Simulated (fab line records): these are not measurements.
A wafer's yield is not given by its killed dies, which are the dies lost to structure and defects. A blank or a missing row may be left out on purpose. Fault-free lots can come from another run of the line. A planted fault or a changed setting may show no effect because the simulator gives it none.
What tool caused it? | flow rit-cmos | Sampling: 14 lots, 42 wafers, 5 of 202 route steps

WHAT EACH GAUGE READ, for each wafer
RIT_PSD_TW_MEAS_10. Usual: PSD_TW 3439, standard deviation 19.
lot  | measured    | on            | PSD_TW         | flag
L896 | day 3 00:54 | film-metro-04 | 3389 3410 3407 |
L898 | day 3 12:40 | film-metro-01 | 3436 3430 3431 |
L899 | day 3 16:48 | film-metro-03 | 3487 3476 3464 |
L900 | day 3 20:56 | film-metro-04 | 3415 3418 3414 |
L901 | day 4 02:04 | film-metro-04 | 3425 3432 3429 |
L902 | day 4 06:33 | film-metro-04 | 3425 3441 3439 |
L903 | day 4 11:37 | film-metro-04 | 3426 3423 3431 |
L910 | day 6 01:28 | film-metro-03 | 3297 3310 3312 | OFF
L912 | day 6 10:16 | film-metro-04 | 3307 3293 3311 | OFF
L914 | day 6 19:26 | film-metro-04 | 3426 3440 3439 |
L915 | day 7 01:13 | film-metro-04 | 3419 3438 3416 |
L916 | day 7 05:29 | film-metro-04 | 3413 3433 3415 |
L917 | day 7 11:04 | film-metro-01 | 3452 3475 3453 |
L918 | day 7 15:49 | film-metro-03 | 3461 3454 3463 |

RIT_SDANNEAL_RS_MEAS_04: the measuring method here is four-point-probe. Usual: PSD_RS 115.93 ohm/sq, standard deviation 0.24.
lot  | measured    | on            | PSD_RS (ohm/sq)      | flag
L896 | day 3 01:23 | film-metro-03 | 116.16 116.14 115.78 |
L898 | day 3 13:11 | film-metro-03 | 115.71 115.75 115.73 |
L899 | day 3 17:17 | film-metro-01 | 115.38 115.69 115.92 |
L900 | day 3 21:26 | film-metro-03 | 116.19 116.22 116.27 |
L901 | day 4 02:34 | film-metro-03 | 115.74 115.75 115.73 |
L902 | day 4 07:10 | film-metro-01 | 116.21 115.74 115.89 |
L903 | day 4 12:19 | film-metro-01 | 116.32 115.93 116.19 |
L910 | day 6 01:58 | film-metro-01 | 126.37 126.16 126.12 | OFF
L912 | day 6 10:45 | film-metro-01 | 126.33 125.90 126.47 | OFF
L914 | day 6 20:08 | film-metro-04 | 115.74 116.01 116.00 |
L915 | day 7 01:41 | film-metro-03 | 115.94 115.83 116.21 |
L916 | day 7 05:59 | film-metro-03 | 115.74 115.72 115.81 |
L917 | day 7 11:37 | film-metro-04 | 115.78 115.97 116.10 |
L918 | day 7 16:40 | film-metro-03 | 115.43 115.50 115.67 |

RIT_SDANNEAL_RS_MEAS_07: the measuring method here is four-point-probe. Usual: NLDD_RS 151.6 ohm/sq, standard deviation 0.43.
lot  | measured    | on            | NLDD_RS (ohm/sq)  | flag
L896 | day 3 01:45 | film-metro-03 | 151.3 151.6 151.5 |
L898 | day 3 13:32 | film-metro-03 | 151.4 151.4 150.8 |
L899 | day 3 17:38 | film-metro-01 | 151.2 151.7 151.7 |
L900 | day 3 21:47 | film-metro-03 | 151.4 151.5 151.5 |
L901 | day 4 02:56 | film-metro-03 | 150.5 150.8 151.1 |
L902 | day 4 07:31 | film-metro-01 | 151.4 151.1 151.5 |
L903 | day 4 12:41 | film-metro-01 | 151.5 151.8 151.8 |
L910 | day 6 02:19 | film-metro-01 | 152.4 151.7 152.0 |
L912 | day 6 11:07 | film-metro-01 | 151.0 151.5 151.3 |
L914 | day 6 20:30 | film-metro-04 | 151.3 151.3 152.1 |
L915 | day 7 02:03 | film-metro-03 | 151.6 152.1 151.7 |
L916 | day 7 06:21 | film-metro-03 | 151.5 151.7 151.4 |
L917 | day 7 11:59 | film-metro-04 | 151.6 151.4 151.5 |
L918 | day 7 17:02 | film-metro-03 | 151.2 151.1 151.2 |

RIT_M1_CD_MEAS_90 targets a cd of 2600 nm. Usual: cd-nm reads 2598.3 nm (standard deviation 2.5).
lot  | measured    | on        | cd-nm (nm)           | flag
L896 | day 3 07:13 | cd-sem-02 | 2599.0 2599.9 2598.8 |
L898 | day 3 19:13 | cd-sem-02 | 2600.0 2600.8 2599.4 |
L899 | day 3 22:56 | cd-sem-02 | 2597.9 2597.8 2599.9 |
L900 | day 4 02:59 | cd-sem-01 | 2598.0 2597.2 2598.5 |
L901 | day 4 08:11 | cd-sem-02 | 2596.9 2595.2 2599.9 |
L902 | day 4 13:13 | cd-sem-02 | 2595.6 2594.2 2595.4 |
L903 | day 4 18:08 | cd-sem-01 | 2595.4 2597.5 2597.1 |
L910 | day 6 07:36 | cd-sem-01 | 2594.0 2594.3 2594.7 |
L912 | day 6 16:35 | cd-sem-02 | 2595.1 2597.6 2597.8 |
L914 | day 7 01:41 | cd-sem-02 | 2602.1 2601.4 2599.3 |
L915 | day 7 07:27 | cd-sem-01 | 2597.9 2599.8 2601.7 |
L916 | day 7 12:03 | cd-sem-01 | 2597.6 2597.0 2597.3 |
L917 | day 7 17:41 | cd-sem-01 | 2598.6 2597.9 2601.1 |
L918 | day 7 22:41 | cd-sem-01 | 2595.2 2596.6 2598.9 |

EACH LOT AND THE TOOL THAT RAN IT (in order: tool; ch and the chambers of the sampled wafers; start)
lot  | RIT_PSD_IMPLANT_08
L896 | implanter-02 ch 0, day 3 00:35
L898 | implanter-03 ch 0, day 3 12:22
L899 | implanter-02 ch 0, day 3 16:28
L900 | implanter-02 ch 0, day 3 20:37
L901 | implanter-01 ch 0, day 4 01:46
L902 | implanter-01 ch 0, day 4 06:15
L903 | implanter-01 ch 0, day 4 11:17
L910 | implanter-01 ch 0, day 6 01:00
L912 | implanter-01 ch 0, day 6 09:56
L914 | implanter-02 ch 0, day 6 19:08
L915 | implanter-03 ch 0, day 7 00:53
L916 | implanter-02 ch 0, day 7 05:10
L917 | implanter-02 ch 0, day 7 10:46
L918 | implanter-02 ch 0, day 7 15:31
- RIT_PSD_IMPLANT_08

AS READ BY THE TOOLS THEMSELVES (means over the sampled wafers that have a number; for cases with no such wafer, the mark the record gives instead)
RIT_PSD_IMPLANT_08. Usual: beam-energy-keV reads 27.003 (standard deviation 0.0076).
lot  | tool         | beam-energy-keV | flag
L896 | implanter-02 | 26.997          |
L898 | implanter-03 | 27.002          |
L899 | implanter-02 | 27.011          |
L900 | implanter-02 | 26.999          |
L901 | implanter-01 | 26.997          |
L902 | implanter-01 | 26.996          |
L903 | implanter-01 | 27.006          |
L910 | implanter-01 | 22.834          | OFF
L912 | implanter-01 | 22.836          | OFF
L914 | implanter-02 | 27.010          |
L915 | implanter-03 | 27.010          |
L916 | implanter-02 | 26.999          |
L917 | implanter-02 | 27.004          |
L918 | implanter-02 | 27.008          |

THE ANSWER, worked out from the rows above alone
Rule: a lot is off if the mean of its wafers that have a number lies more than 3 standard deviations from the usual mean. A lot without any number at a reading at which 4 lots or more have one is off too. All remaining lots with rows at the step are treated as sound. First the gauges in route order, then the tools' own readings, where a lot's mean is used as printed above. At the first step where some lot is off, the reading lying furthest off is the one used; lots without a number count as furthest.
Off: L910, L912, seen at RIT_PSD_TW_MEAS_10 (PSD_TW).
A tool fits if, at a process step before that reading, it ran every lot that is off, and no sound lot after the first of them. The gauges at RIT_PSD_TW_MEAS_10 aren't tried: what is off there is off at RIT_SDANNEAL_RS_MEAS_04 too, on other tools, and a gauge's error can't cause that. One candidate fits, namely implanter-01 at RIT_PSD_IMPLANT_08. A fault onset in the window from L903 (day 4 11:17, its last sound lot) to L910 (day 6 01:00, its first lot off) fits.
On the lots that are off, the tool's own readings at RIT_PSD_IMPLANT_08 differ by more than 5 times the standard deviation of the sound lots' means, which bears it out; beam-energy-keV reads 22.835 there versus 27.003 on the sound lots.

WHAT HAD BEEN PUT IN BY THE SIMULATOR
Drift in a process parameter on implanter-01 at RIT_PSD_IMPLANT_08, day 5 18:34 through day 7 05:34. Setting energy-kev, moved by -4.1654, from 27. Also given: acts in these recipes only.
Lots struck among those shown: L910, L912. Same finding as the rule above.
